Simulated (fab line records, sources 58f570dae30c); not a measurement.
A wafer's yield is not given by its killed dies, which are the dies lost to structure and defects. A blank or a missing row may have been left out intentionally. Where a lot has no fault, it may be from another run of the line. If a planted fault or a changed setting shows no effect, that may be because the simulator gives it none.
fab line records	flow berkeleyCmos170	part 1 of 2: steps 1 to 26 of 36
record: lots: 5	wafers: 15	lastDay: 12
route steps=331 shown NLDD@158 SPACER@171 PSD@175 NSD@187
lots that met no fault: from a run of the same line without faults
startH: hours from the record's first day to the start of the lot's first wafer shown	waitH: hours since the lot's step before	" repeats the value in the row above	L1.1+2: several wafers, shown together as one row	- no value, or no start given	* or withheld: withheld	< > ~ a bound
route shown NAME@n: names a module that has steps shown in the file, with the first one's number in the route	usual: mean and standard deviation over wafers with no fault	same: alike in all rows	chamber/n: place in a boat	sites: the reading at each site	_std_site: standard deviation of those values	_edge_site: the outer-site mean with the inner-site mean subtracted	radiusMm: how far each site lies from the wafer's centre	mask NAME#n: copy n	behind: the last tool/chamber to shape the wafer	hold: why the lot went on hold/how many hours it stayed there/how the hold came to an end	device: names the non-switching transistor (n, p or np)	end of line: the same wafers' tests at the end of the route	a step with no rows: only its recipe	killed: dies that structure and defects cost at the first sort, which is not the same as the wafer's yield	map: a wafer's dies, x killed, . not, _ none there
set.NAME: the run value of the setting; set.NAME@STEP: its run value at that earlier step	model.NAME: the simulator's own value behind a step, which no gauge read
lots at selected steps of the route; one table per step, one row per wafer
services: a tool's chamber out of use, with start hour (startH, from the record's first day; less than 0 if before it), hours out, and reason
== steps ==
step: UCB170_NLDD_HMDS_00
recipe: primeTimeS: 60	primeTempC: 100
usual: exhaustPa: 45.3/0.83
lot.wafer	tool	chamber	startH	waitH	exhaustPa
L081.1	lithoTrack-01	0	158.03	0.1	44.9
L081.2	"	0	"	"	45.4
L081.4	"	0	"	"	45.5
L080.2	lithoTrack-02	0	158.14	0.0	43.7
L080.4	"	0	"	"	45.4
L080.5	"	0	"	"	43.5
L084.2	lithoTrack-03	0	178.74	0.0	45.5
L084.4	"	0	"	"	44.6
L084.5	"	0	"	"	45.4
L086.2	lithoTrack-03	0	194.13	0.2	45.4
L086.3	"	0	"	"	45.9
L086.4	"	0	"	"	45.0
L096.1	lithoTrack-01	0	241.25	0.2	45.6
L096.2	"	0	"	"	46.5
L096.6	"	0	"	"	45.5
step: UCB170_NLDD_COAT_01
recipe: resist: KrF	spinRpm: 1500	resistThkNm: 900
usual: exhaustPa: 45.1/0.99
lot.wafer	tool	chamber	startH	waitH	exhaustPa
L081.1	lithoTrack-01	0	158.18	0.1	43.9
L081.2	"	0	"	"	44.8
L081.4	"	0	"	"	45.1
L080.2	lithoTrack-02	0	158.29	0.1	44.9
L080.4	"	0	"	"	45.4
L080.5	"	0	"	"	45.5
L084.2	lithoTrack-03	0	178.89	0.1	44.2
L084.4	"	0	"	"	44.4
L084.5	"	0	"	"	44.7
L086.2	lithoTrack-03	0	194.28	0.1	46.3
L086.3	"	0	"	"	46.1
L086.4	"	0	"	"	44.3
L096.1	lithoTrack-01	0	241.40	0.1	46.7
L096.2	"	0	"	"	45.7
L096.6	"	0	"	"	46.3
step: UCB170_NLDD_SOFTBAKE_02
recipe: resist: KrF	tempC: 130	timeS: 60
usual: exhaustPa: 45.1/0.95
lot.wafer	tool	chamber	startH	waitH	exhaustPa
L081.1	lithoTrack-01	0	158.33	0.1	45.4
L081.2	"	0	"	"	45.3
L081.4	"	0	"	"	45.4
L080.2	lithoTrack-02	0	158.44	0.1	43.8
L080.4	"	0	"	"	44.9
L080.5	"	0	"	"	45.6
L084.2	lithoTrack-03	0	179.04	0.1	45.0
L084.4	"	0	"	"	46.0
L084.5	"	0	"	"	44.2
L086.2	lithoTrack-03	0	194.43	0.1	45.2
L086.3	"	0	"	"	45.0
L086.4	"	0	"	"	46.0
L096.1	lithoTrack-01	0	241.55	0.1	46.1
L096.2	"	0	"	"	44.0
L096.6	"	0	"	"	45.6
step: UCB170_NLDD_EXPOSE_03
recipe: maskId: NSELECT	na: 0.5	sigmaOuter: 0.6	sourceShape: conventional	targetCdNm: 1200	doseMj: 30
usual: exposureDoseMJCm2: 30.15/0.13
lot.wafer	tool	chamber	startH	waitH	mask	exposureDoseMJCm2
L081.1	krfScanner-01	0	158.60	0.2	NSELECT#0	30.25
L081.2	"	0	"	"	NSELECT#0	30.29
L081.4	"	0	"	"	NSELECT#0	30.24
L080.2	krfScanner-01	0	158.74	0.3	NSELECT#0	30.29
L080.4	"	0	"	"	NSELECT#0	30.27
L080.5	"	0	"	"	NSELECT#0	30.27
L084.2	krfScanner-01	0	179.19	0.1	NSELECT#0	30.25
L084.4	"	0	"	"	NSELECT#0	30.19
L084.5	"	0	"	"	NSELECT#0	30.23
L086.2	krfScanner-02	0	194.94	0.5	NSELECT#0	29.97
L086.3	"	0	"	"	NSELECT#0	29.95
L086.4	"	0	"	"	NSELECT#0	29.94
L096.1	krfScanner-02	0	241.86	0.3	NSELECT#0	29.99
L096.2	"	0	"	"	NSELECT#0	29.98
L096.6	"	0	"	"	NSELECT#0	30.01
step: UCB170_NLDD_PEB_04
recipe: pebTempC: 130	pebTimeS: withheld	resist: KrF
usual: exhaustPa: 45.0/1
lot.wafer	tool	chamber	startH	waitH	exhaustPa
L081.1	lithoTrack-02	0	158.84	0.2	47.4
L081.2	"	0	"	"	46.6
L081.4	"	0	"	"	45.7
L080.2	lithoTrack-03	0	159.02	0.3	46.3
L080.4	"	0	"	"	46.0
L080.5	"	0	"	"	45.2
L084.2	lithoTrack-02	0	179.31	0.1	45.1
L084.4	"	0	"	"	46.0
L084.5	"	0	"	"	45.0
L086.2	lithoTrack-03	0	195.58	0.6	44.8
L086.3	"	0	"	"	44.4
L086.4	"	0	"	"	44.3
L096.1	lithoTrack-02	0	241.97	0.1	46.3
L096.2	"	0	"	"	45.5
L096.6	"	0	"	"	45.3
step: UCB170_NLDD_DEVELOP_05
recipe: developer: TMAH	developTimeS: 45	resist: KrF	devTempC: 21
usual: exhaustPa: 44.9/0.9
lot.wafer	tool	chamber	startH	waitH	exhaustPa
L081.1	lithoTrack-02	0	-	-	44.4
L081.2	"	0	"	"	45.5
L081.4	"	0	"	"	45.1
L080.2	lithoTrack-03	0	-	-	43.5
L080.4	"	0	"	"	45.0
L080.5	"	0	"	"	44.2
L084.2	lithoTrack-02	0	-	-	45.2
L084.4	"	0	"	"	45.8
L084.5	"	0	"	"	45.6
L086.2	lithoTrack-03	0	-	-	43.0
L086.3	"	0	"	"	44.2
L086.4	"	0	"	"	43.2
L096.1	lithoTrack-02	0	-	-	45.0
L096.2	"	0	"	"	44.3
L096.6	"	0	"	"	44.4
step: UCB170_NLDD_CD_MEAS_06
recipe: targetCdNm: 1200
usual: cdNm: 1199.7/1.2
lot.wafer	tool	chamber	startH	waitH	cdNm
L081.1	cdSem-01	-	159.12	-	1203.0
L081.2	"	-	"	"	1201.2
L081.4	"	-	"	"	1201.4
L080.2	cdSem-01	-	159.29	-	1201.7
L080.4	"	-	"	"	1200.2
L080.5	"	-	"	"	1201.4
L084.2	cdSem-01	-	179.58	-	1199.1
L084.4	"	-	"	"	1199.3
L084.5	"	-	"	"	1200.6
L086.2	cdSem-01	-	195.85	-	1201.1
L086.3	"	-	"	"	1200.7
L086.4	"	-	"	"	1200.1
L096.1	cdSem-02	-	242.25	-	1200.7
L096.2	"	-	"	"	1201.4
L096.6	"	-	"	"	1198.8
step: UCB170_NLDD_OVL_MEAS_07
usual: NLDD_OVL: -1/4.7
lot.wafer	tool	chamber	startH	waitH	NLDD_OVL[nm]
L081.1	overlay-02	-	159.24	0.1	0
L081.2	"	-	"	"	3
L081.4	"	-	"	"	6
L080.2	overlay-01	-	159.39	0.1	-2
L080.4	"	-	"	"	1
L080.5	"	-	"	"	1
L084.2	overlay-02	-	179.69	0.1	1
L084.4	"	-	"	"	4
L084.5	"	-	"	"	6
L086.2	overlay-02	-	195.96	0.1	-7
L086.3	"	-	"	"	0
L086.4	"	-	"	"	-5
L096.1	overlay-01	-	242.37	0.1	3
L096.2	"	-	"	"	-7
L096.6	"	-	"	"	-2
step: UCB170_NLDD_IMPLANT_08
recipe: species: As	doseCm2: 5e+13	energyKev: 30	tiltDeg: 7	rotationDeg: 0
usual: rotationDeg: 0.001/0.021
lot.wafer	tool	chamber	startH	waitH	rotationDeg
L081.1	implanter-03	0	159.27	0.0	0.013
L081.2	"	0	"	"	-0.012
L081.4	"	0	"	"	-0.006
L080.2	implanter-02	0	159.45	0.0	-0.027
L080.4	"	0	"	"	-0.012
L080.5	"	0	"	"	-0.005
L084.2	implanter-03	0	179.74	0.0	0.019
L084.4	"	0	"	"	0.044
L084.5	"	0	"	"	0.024
L086.2	implanter-01	0	196.01	0.0	0.013
L086.3	"	0	"	"	-0.025
L086.4	"	0	"	"	0.001
L096.1	implanter-02	0	242.40	0.0	0.025
L096.2	"	0	"	"	0.008
L096.6	"	0	"	"	0.025
step: UCB170_NLDD_IMPLANT_09
recipe: species: As	doseCm2: 5e+13	energyKev: 30	tiltDeg: 7	rotationDeg: 180
usual: rotationDeg: 180.01/0.042
lot.wafer	tool	chamber	startH	waitH	rotationDeg
L081.1	implanter-03	0	159.42	0.1	180.03
L081.2	"	0	"	"	180.05
L081.4	"	0	"	"	179.97
L080.2	implanter-02	0	159.60	0.1	179.99
L080.4	"	0	"	"	180.02
L080.5	"	0	"	"	180.04
L084.2	implanter-03	0	179.89	0.1	179.99
L084.4	"	0	"	"	180.03
L084.5	"	0	"	"	179.99
L086.2	implanter-01	0	196.16	0.1	179.99
L086.3	"	0	"	"	179.99
L086.4	"	0	"	"	179.95
L096.1	implanter-02	0	242.55	0.1	180.03
L096.2	"	0	"	"	180.03
L096.6	"	0	"	"	180.08
step: UCB170_NLDD_STRIP_10
recipe: chemistry: O2	powerW: 400	pressureMtorr: 3500	platenTempC: withheld	o2FlowSccm: 400	overashFraction: 0.5
usual: drypumpMotorCurrentA: 5.7/0.5	oesProductAu: 0.735/0.0046	stripTimeToEndpointS: 21.63/0.069
lot.wafer	tool	chamber	startH	waitH	drypumpMotorCurrentA	oesProductAu	rfHoursCounterH	stripTimeToEndpointS
L081.1	plasmaAsher-02	1	159.57	0.1	6.5	0.730	36	21.60
L081.2	"	0	"	"	5.8	0.742	36	21.68
L081.4	"	0	"	"	5.8	0.730	-	21.68
L080.2	plasmaAsher-04	1	159.72	0.1	5.3	0.737	4	21.54
L080.4	"	1	"	"	5.3	0.728	-	21.67
L080.5	"	1	"	"	5.3	0.730	-	21.62
L084.2	plasmaAsher-04	1	180.02	0.1	5.3	0.735	6	21.65
L084.4	"	0	"	"	6.3	0.738	-	21.68
L084.5	"	1	"	"	5.3	0.729	-	21.75
L086.2	plasmaAsher-01	0	196.29	0.1	5.1	0.731	51	21.66
L086.3	"	1	"	"	5.5	0.727	-	21.60
L086.4	"	0	"	"	5.1	0.727	-	21.59
L096.1	plasmaAsher-04	0	242.70	0.1	6.3	0.729	13	21.49
L096.2	"	1	"	"	5.3	0.730	13	21.56
L096.6	"	0	"	"	6.3	0.733	-	21.54
step: UCB170_NLDD_TW_MEAS_11
usual: NLDD_TW: 2238/35
lot.wafer	tool	chamber	startH	waitH	NLDD_TW
L081.1	filmMetro-02	-	159.67	0.1	2292
L081.2	"	-	"	"	2281
L081.4	"	-	"	"	2282
L080.2	filmMetro-01	-	159.83	0.1	2203
L080.4	"	-	"	"	2198
L080.5	"	-	"	"	2208
L084.2	filmMetro-01	-	180.13	0.1	2194
L084.4	"	-	"	"	2192
L084.5	"	-	"	"	2193
L086.2	filmMetro-01	-	196.40	0.1	2214
L086.3	"	-	"	"	2211
L086.4	"	-	"	"	2199
L096.1	filmMetro-02	-	242.80	0.1	2317
L096.2	"	-	"	"	2303
L096.6	"	-	"	"	2302
step: UCB170_NLDD_CLEAN_12
recipe: chemistry: SPM	tempC: 120	timeS: 600
lot.wafer	tool	chamber	startH	waitH
L081.1+2+4	wetBench-01	3	159.73	0.1
L080.2+4+5	wetBench-03	0	159.88	0.0
L084.2+4+5	wetBench-01	2	180.18	0.0
L086.2+3+4	wetBench-01	1	196.80	0.4
L096.1+2+6	wetBench-01	1	242.98	0.2
step: UCB170_SPACER_CVD_00
recipe: material: SiO2	targetThkNm: 376	tempC: 390	precursor: TEOS/O2	timeS: 47	rfW: 550	pressureMtorr: 9000
usual: heaterPowerW: 275/56
lot.wafer	tool	chamber	startH	waitH	heaterPowerW
L081.1	pecvd-03	2	159.91	0.0	339
L081.2	"	0	"	"	168
L081.4	"	1	"	"	306
L080.2	pecvd-02	1	160.07	0.0	242
L080.4	"	1	"	"	247
L080.5	"	0	"	"	268
L084.2	pecvd-03	1	180.35	0.0	304
L084.4	"	1	"	"	313
L084.5	"	0	"	"	241
L086.2	pecvd-02	1	197.15	0.0	246
L086.3	"	2	"	"	261
L086.4	"	2	"	"	174
L096.1	pecvd-02	0	243.16	0.0	256
L096.2	"	2	"	"	205
L096.6	"	0	"	"	262
step: UCB170_SPACER_THK_MEAS_01
recipe: reads: SiO2_of_SPACER_CVD_00
usual: SPACER_TEOS_THK: 378/4.5
lot.wafer	tool	chamber	startH	waitH	SPACER_TEOS_THK[nm]
L081.1	filmMetro-03	-	159.95	0.0	383
L081.2	"	-	"	"	381
L081.4	"	-	"	"	384
L080.2	filmMetro-01	-	160.13	0.0	372
L080.4	"	-	"	"	376
L080.5	"	-	"	"	378
L084.2	filmMetro-03	-	180.42	0.0	378
L084.4	"	-	"	"	384
L084.5	"	-	"	"	380
L086.2	filmMetro-03	-	197.20	0.0	372
L086.3	"	-	"	"	372
L086.4	"	-	"	"	380
L096.1	filmMetro-01	-	243.20	0.0	371
L096.2	"	-	"	"	374
L096.6	"	-	"	"	386
step: UCB170_SPACER_ANNEAL_02
recipe: tempC: 900	timeS: 1800	ambient: N2
usual: zonePowerLoadPct: 26.9/2.1
lot.wafer	tool	chamber	startH	waitH	zonePowerLoadPct
L080.2	furnace-02	0	164.02	3.9	24.1
L080.4	"	0	"	"	24.4
L080.5	"	0	"	"	24.1
L081.1	furnace-02	0	164.02	4.1	24.1
L081.2	"	0	"	"	24.3
L081.4	"	0	"	"	23.9
L084.2	furnace-01	0	180.70	0.3	28.7
L084.4	"	0	"	"	28.7
L084.5	"	0	"	"	28.8
L086.2	furnace-02	0	201.52	4.3	24.3
L086.3	"	0	"	"	24.1
L086.4	"	0	"	"	24.0
L096.1	furnace-01	0	243.67	0.5	28.6
L096.2	"	0	"	"	29.3
L096.6	"	0	"	"	28.7
step: UCB170_SPACER_ETCHBACK_03
recipe: stopOn: Si	target: SiO2	chemistry: CHF3/CF4/Ar	CHF3_flow_sccm: 50	cf4FlowSccm: 10	Ar_flow_sccm: 120	pressureMtorr: 200	rfW: 500	targetDepthA: 3760	timeS: 100
usual: CHF3_flow_sccm: 49.97/0.15	drypumpMotorCurrentA: 5.6/0.52	oesProductAu: 0.898/0.014	throttleValvePct: 6.52/0.14
lot.wafer	tool	chamber	startH	waitH	CHF3_flow_sccm	drypumpMotorCurrentA	oesProductAu	rfHoursCounterH	throttleValvePct
L080.2	rieDiel-03	1	165.52	0.0	49.93	6.0	0.869	6	6.32
L080.4	"	3	"	"	49.81	5.5	0.903	1	6.29
L080.5	"	2	"	"	50.08	5.7	0.897	-	6.60
L081.1	rieDiel-04	0	165.52	0.0	49.90	5.7	0.912	1	6.50
L081.2	"	1	"	"	49.79	4.8	0.905	1	6.71
L081.4	"	2	"	"	49.89	6.4	0.913	123	6.71
L084.2	rieDiel-04	1	182.20	0.0	49.91	4.8	0.899	1	6.70
L084.4	"	0	"	"	50.00	5.7	0.908	2	6.48
L084.5	"	1	"	"	50.00	4.8	0.903	-	6.70
L086.2	rieDiel-03	0	203.02	0.0	50.02	6.0	0.894	152	6.39
L086.3	"	3	"	"	49.90	5.5	0.901	2	6.31
L086.4	"	1	"	"	49.86	6.0	0.896	-	6.33
L096.1	rieDiel-03	3	245.24	0.1	49.91	5.5	0.905	5	6.30
L096.2	"	0	"	"	49.70	6.0	0.870	0	6.39
L096.6	"	3	"	"	50.00	5.5	0.927	-	6.29
step: UCB170_PSD_HMDS_00
recipe: primeTimeS: 60	primeTempC: 100
usual: exhaustPa: 44.9/0.88
lot.wafer	tool	chamber	startH	waitH	exhaustPa
L081.1	lithoTrack-03	0	165.59	0.0	45.0
L081.2	"	0	"	"	44.7
L081.4	"	0	"	"	45.9
L080.2	lithoTrack-01	0	165.90	0.3	44.0
L080.4	"	0	"	"	43.1
L080.5	"	0	"	"	42.9
L084.2	lithoTrack-03	0	182.41	0.2	44.4
L084.4	"	0	"	"	44.2
L084.5	"	0	"	"	44.0
L086.2	lithoTrack-04	0	203.12	0.1	43.1
L086.3	"	0	"	"	45.8
L086.4	"	0	"	"	45.2
L096.1	lithoTrack-04	0	245.99	0.7	44.9
L096.2	"	0	"	"	45.5
L096.6	"	0	"	"	45.3
step: UCB170_PSD_COAT_01
recipe: resist: KrF	spinRpm: 1500	resistThkNm: 900
usual: exhaustPa: 44.9/0.89
lot.wafer	tool	chamber	startH	waitH	exhaustPa
L081.1	lithoTrack-03	0	165.74	0.1	45.9
L081.2	"	0	"	"	45.0
L081.4	"	0	"	"	44.8
L080.2	lithoTrack-01	0	166.05	0.1	45.0
L080.4	"	0	"	"	44.1
L080.5	"	0	"	"	44.7
L084.2	lithoTrack-03	0	182.56	0.1	44.0
L084.4	"	0	"	"	45.6
L084.5	"	0	"	"	45.4
L086.2	lithoTrack-04	0	203.27	0.1	43.1
L086.3	"	0	"	"	43.8
L086.4	"	0	"	"	44.0
L096.1	lithoTrack-04	0	246.14	0.1	44.2
L096.2	"	0	"	"	43.0
L096.6	"	0	"	"	44.5
step: UCB170_PSD_SOFTBAKE_02
recipe: resist: KrF	tempC: 130	timeS: 60
usual: exhaustPa: 44.8/0.89
lot.wafer	tool	chamber	startH	waitH	exhaustPa
L081.1	lithoTrack-03	0	165.89	0.1	44.9
L081.2	"	0	"	"	45.3
L081.4	"	0	"	"	43.9
L080.2	lithoTrack-01	0	166.20	0.1	44.6
L080.4	"	0	"	"	43.9
L080.5	"	0	"	"	43.9
L084.2	lithoTrack-03	0	182.71	0.1	43.5
L084.4	"	0	"	"	44.9
L084.5	"	0	"	"	44.1
L086.2	lithoTrack-04	0	203.42	0.1	44.7
L086.3	"	0	"	"	46.6
L086.4	"	0	"	"	45.0
L096.1	lithoTrack-04	0	246.29	0.1	45.7
L096.2	"	0	"	"	46.0
L096.6	"	0	"	"	45.1
step: UCB170_PSD_EXPOSE_03
recipe: maskId: PSELECT_MOD	na: 0.5	sigmaOuter: 0.6	sourceShape: conventional	targetCdNm: 1200	doseMj: 30.63
usual: exposureDoseMJCm2: 30.11/0.14
lot.wafer	tool	chamber	startH	waitH	mask	exposureDoseMJCm2
L081.1	krfScanner-01	0	166.16	0.2	PSELECT_MOD#0	30.23
L081.2	"	0	"	"	PSELECT_MOD#0	30.22
L081.4	"	0	"	"	PSELECT_MOD#0	30.26
L080.2	krfScanner-01	0	166.35	0.1	PSELECT_MOD#0	30.27
L080.4	"	0	"	"	PSELECT_MOD#0	30.28
L080.5	"	0	"	"	PSELECT_MOD#0	30.23
L084.2	krfScanner-01	0	183.11	0.4	PSELECT_MOD#0	30.29
L084.4	"	0	"	"	PSELECT_MOD#0	30.26
L084.5	"	0	"	"	PSELECT_MOD#0	30.31
L086.2	krfScanner-02	0	203.80	0.4	PSELECT_MOD#0	29.99
L086.3	"	0	"	"	PSELECT_MOD#0	30.00
L086.4	"	0	"	"	PSELECT_MOD#0	30.01
L096.1	krfScanner-02	0	246.91	0.6	PSELECT_MOD#0	29.95
L096.2	"	0	"	"	PSELECT_MOD#0	30.01
L096.6	"	0	"	"	PSELECT_MOD#0	29.99
step: UCB170_PSD_PEB_04
recipe: pebTempC: 130	pebTimeS: withheld	resist: KrF
usual: exhaustPa: 45.2/0.93
lot.wafer	tool	chamber	startH	waitH	exhaustPa
L081.1	lithoTrack-03	0	166.28	0.1	44.6
L081.2	"	0	"	"	44.7
L081.4	"	0	"	"	44.6
L080.2	lithoTrack-04	0	166.57	0.2	45.6
L080.4	"	0	"	"	45.1
L080.5	"	0	"	"	45.7
L084.2	lithoTrack-04	0	183.47	0.3	44.3
L084.4	"	0	"	"	46.7
L084.5	"	0	"	"	44.2
L086.2	lithoTrack-01	0	203.92	0.1	46.4
L086.3	"	0	"	"	45.3
L086.4	"	0	"	"	45.7
L096.1	lithoTrack-03	0	247.27	0.3	44.6
L096.2	"	0	"	"	45.3
L096.6	"	0	"	"	46.1
step: UCB170_PSD_DEVELOP_05
recipe: developer: TMAH	developTimeS: 45	resist: KrF	devTempC: 21
usual: exhaustPa: 45.1/0.86
lot.wafer	tool	chamber	startH	waitH	exhaustPa
L081.1	lithoTrack-03	0	-	-	43.7
L081.2	"	0	"	"	45.0
L081.4	"	0	"	"	46.0
L080.2	lithoTrack-04	0	-	-	44.6
L080.4	"	0	"	"	45.6
L080.5	"	0	"	"	46.0
L084.2	lithoTrack-04	0	-	-	45.8
L084.4	"	0	"	"	44.8
L084.5	"	0	"	"	46.8
L086.2	lithoTrack-01	0	-	-	43.7
L086.3	"	0	"	"	44.5
L086.4	"	0	"	"	43.4
L096.1	lithoTrack-03	0	-	-	45.7
L096.2	"	0	"	"	46.3
L096.6	"	0	"	"	46.2
step: UCB170_PSD_CD_MEAS_06
recipe: targetCdNm: 1200
usual: cdNm: 1199.6/1.2
lot.wafer	tool	chamber	startH	waitH	cdNm
L081.1	cdSem-02	-	166.79	-	1198.3
L081.2	"	-	"	"	1198.1
L081.4	"	-	"	"	1198.4
L080.2	cdSem-01	-	166.99	-	1199.5
L080.4	"	-	"	"	1199.2
L080.5	"	-	"	"	1197.7
L084.2	cdSem-02	-	183.74	-	1200.4
L084.4	"	-	"	"	1199.8
L084.5	"	-	"	"	1199.5
L086.2	cdSem-01	-	204.19	-	1201.6
L086.3	"	-	"	"	1199.9
L086.4	"	-	"	"	1200.7
L096.1	cdSem-01	-	247.55	-	1197.9
L096.2	"	-	"	"	1197.2
L096.6	"	-	"	"	1198.6
step: UCB170_PSD_OVL_MEAS_07
usual: PSD_OVL: 2/5.5
lot.wafer	tool	chamber	startH	waitH	PSD_OVL[nm]
L081.1	overlay-01	-	166.91	0.1	5
L081.2	"	-	"	"	7
L081.4	"	-	"	"	12
L080.2	overlay-01	-	167.10	0.1	1
L080.4	"	-	"	"	5
L080.5	"	-	"	"	10
L084.2	overlay-02	-	183.85	0.1	6
L084.4	"	-	"	"	8
L084.5	"	-	"	"	3
L086.2	overlay-01	-	204.30	0.1	1
L086.3	"	-	"	"	5
L086.4	"	-	"	"	5
L096.1	overlay-01	-	247.67	0.1	-2
L096.2	"	-	"	"	1
L096.6	"	-	"	"	-5
step: UCB170_PSD_IMPLANT_08
recipe: species: B	doseCm2: 3e+15	energyKev: 20	tiltDeg: 7
lot.wafer	tool	chamber	startH	waitH
L081.1+2+4	implanter-04	0	166.94	0.0
L080.2+4+5	implanter-03	0	167.16	0.0
L084.2+4+5	implanter-03	0	183.90	0.0
L086.2+3+4	implanter-01	0	204.35	0.0
L096.1+2+6	implanter-04	0	247.70	0.0
